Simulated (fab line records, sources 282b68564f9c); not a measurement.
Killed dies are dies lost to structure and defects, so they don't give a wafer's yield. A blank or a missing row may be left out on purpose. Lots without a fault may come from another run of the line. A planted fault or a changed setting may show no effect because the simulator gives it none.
A struck lot beside a sound one | flow rit_cmos | 18 steps out of a route of 202
Sound: wafers L109.1, L109.2, L109.3. Struck: wafers L121.1, L121.2, L121.4. The cause comes at the end.
At each step with rows: each side's tool, then ch and its chambers, then its first start. Under that, the readings that differ: sound wafers | struck wafers | difference of the means | sigmas: that difference in standard deviations of wafers without a fault.
alike: readings whose means differ by less than 2 such deviations, and words and numbers that are the same on both sides. not compared: withheld readings, readings that some wafer has no value for, bounds like >300 that may hide the same value, and numbers for which the record gives no deviation and whose values overlap.
The two part at a step that has a row with sigmas, a row that says differs or no value, or rows on one side only. Numbers that don't overlap but have no deviation are shown without sigmas and don't part them. A reading that every wafer of one side lacks parts them only if that side has two wafers or more.

first, 4 steps without rows for these wafers: RIT_NRETRO_SOFTBAKE_02 (time 60 s); RIT_NRETRO_EXPOSE_03 (exposes mask M4, target cd 43900 nm); RIT_NRETRO_PEB_04; RIT_NRETRO_DEVELOP_05 (develop time 68 s).
RIT_NRETRO_OVL_MEAS_06:
  sound on overlay-02, day 3 07:49; struck on overlay-02, day 5 17:56
  alike: NRETRO_OVL
then, 2 steps without rows for these wafers: RIT_NRETRO_HARDBAKE_07 (time 120 s); RIT_NRETRO_IMPLANT_08.
RIT_NRETRO_STRIP_09: strips in O2, time 180 s.
  sound on plasma_asher-01 ch 0,1, day 3 08:14; struck on plasma_asher-02 ch 0,1, day 5 18:22
  reading                     | sound       | struck      | difference | sigmas
  drypump_motor_current_A (A) | 5.5 5.4 5.5 | 6.3 6.4 6.4 | +0.9       | +2
  alike: chamber_pressure_mTorr
  not compared: rf_hours_counter_h
RIT_NRETRO_TW_MEAS_10:
  sound on film_metro-01, day 3 08:25; struck on film_metro-02, day 5 18:33
  reading   | sound          | struck         | difference | sigmas
  NRETRO_TW | 1039 1043 1045 | 1063 1057 1067 | +20        | +2
then, 3 steps without rows for these wafers: RIT_PRETRO_HMDS_00 (prime time 60 s); RIT_PRETRO_COAT_01 (resist thk 1300 nm); RIT_PRETRO_SOFTBAKE_02 (time 60 s).
RIT_PRETRO_EXPOSE_03: exposes mask M5, target cd 43700 nm.
  sound on iline_stepper-01 ch 0, day 3 08:56; struck on iline_stepper-02 ch 0, day 5 19:11
  reading                        | sound             | struck         | difference | sigmas
  model.PRETRO.overlay_x_nm (nm) | 1.169 1.169 1.169 | 3396 3396 3396 | +3395      |
  alike: mask
then, 2 steps without rows for these wafers: RIT_PRETRO_PEB_04; RIT_PRETRO_DEVELOP_05 (develop time 68 s).
RIT_PRETRO_OVL_MEAS_06:
  sound on overlay-01, day 3 09:22; struck on overlay-02, day 5 19:37
  reading         | sound       | struck               | difference | sigmas
  PRETRO_OVL (nm) | 1.3 2.5 0.2 | 3397.5 3397.4 3396.3 | +3395.7    | +99 or more
then, 1 step without rows for these wafers: RIT_PRETRO_HARDBAKE_07 (time 120 s).
RIT_M1_PROBE_99:
  sound on prober-01, day 4 12:57; struck on prober-01, day 6 21:13
  reading                             | sound             | struck            | difference | sigmas
  killed_at_front_end                 | 4 5 18            | 264 264 264       | +255       | +80
  killed_dies                         | 4 5 18            | 264 264 264       | +255       | +80
  killed_on_rim                       | 0 3 3             | 70 70 70          | +68        | +52
  model.etest.pmos_0p3.r_on_ohm_um    | 6375 6342 6294    | 5224 5241 5268    | -1093      |
  model.etest.pmos_turned.r_on_ohm_um | 3562 3543 3493    | 2670 2744 2788    | -799       |
  model.etest.pmos_0p15.r_on_ohm_um   | 2858 2847 2832    | 2224 2272 2321    | -573       |
  model.etest.nmos_0p3.r_on_ohm_um    | 2180 2182 2168    | 1783 1814 1824    | -370       |
  model.etest.nmos_turned.drive_ua_um | 308.4 309.6 315   | 497.3 493.7 486.1 | +181.4     |
  model.etest.nmos_0p15.r_on_ohm_um   | 1174 1152 1140    | 965.1 1016 1012   | -157.6     |
  model.etest.nmos_0p15.drive_ua_um   | 457.1 454.2 457.8 | 626 621.4 615.6   | +165       |
  model.etest.pmos_0p15.drive_ua_um   | 245.8 246.8 248.2 | 367.4 367.6 357.1 | +117.1     |
  alike: killed_at_contacts, killed_open, killed_short

WHERE THEY PART
First at RIT_NRETRO_STRIP_09; last, within this record, at RIT_M1_PROBE_99.

WHY: what the simulator had put in
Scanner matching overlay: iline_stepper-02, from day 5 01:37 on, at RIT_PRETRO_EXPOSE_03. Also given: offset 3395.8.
